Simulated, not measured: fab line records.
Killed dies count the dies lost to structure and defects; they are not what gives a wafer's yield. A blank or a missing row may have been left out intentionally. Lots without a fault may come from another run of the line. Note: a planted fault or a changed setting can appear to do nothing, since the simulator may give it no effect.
A single fault, viewed from 2 desks | flow berkeley_cmos170 | each desk holds nothing but its own numbers, with what lay behind them at the end

## THE TOOL OWNER'S DESK: pecvd-02
The tool's own readings at UCB170_SPACER_CVD_00 (deposits SiO2 from TEOS/O2, target thk 376 nm, time 47 s): means of the sampled wafers that have a number, for each lot that ran on this tool. Marked OUT: a lot whose mean sits more than 4 standard deviations from the usual mean, which makes it out of limits; the brackets give that distance.
Columns: A = heater_power_w at UCB170_SPACER_CVD_00, usual 252 W; B = pressure_mtorr at UCB170_SPACER_CVD_00, usual 9001 mTorr
lot  | first seen here | A   | B
L726 | day 6 00:24     | 237 | 8999
L730 | day 6 23:35     | 258 | 9000
L732 | day 7 11:48     | 274 | 8986
L737 | day 8 19:55     | 240 | 8984
L749 | day 11 01:13    | 216 | 8995
This desk's finding: nothing out of limits on any of the 5 lots.

## FROM THE METROLOGY DESK
What the gauges read, lot by lot, whatever tool the lot ran on: means of the sampled wafers that have a number. Marked OUT: a lot whose mean sits more than 4 standard deviations from the usual mean, which makes it out of limits; the brackets give that distance.
Columns: A = SPACER_TEOS_THK at UCB170_SPACER_THK_MEAS_01, usual 375 nm
lot  | first seen here | A
L726 | day 6 00:28     | 376
L728 | day 6 10:44     | 381
L729 | day 6 18:27     | 372
L730 | day 6 23:38     | 375
L732 | day 7 11:51     | 386
L737 | day 8 19:59     | 386
L739 | day 9 04:22     | 379
L741 | day 9 12:08     | 378
L742 | day 9 12:18     | 376
L743 | day 9 19:15     | 374
L744 | day 10 05:13    | 376
L746 | day 10 05:26    | 380
L747 | day 10 19:38    | 379
L749 | day 11 01:17    | 368
This desk's finding: nothing out of limits on any of the 14 lots.

## PUT TOGETHER
The desk of the tool owner found nothing out of limits.
The metrology desk saw nothing out of limits.

## WHAT HAD BEEN PUT IN BY THE SIMULATOR
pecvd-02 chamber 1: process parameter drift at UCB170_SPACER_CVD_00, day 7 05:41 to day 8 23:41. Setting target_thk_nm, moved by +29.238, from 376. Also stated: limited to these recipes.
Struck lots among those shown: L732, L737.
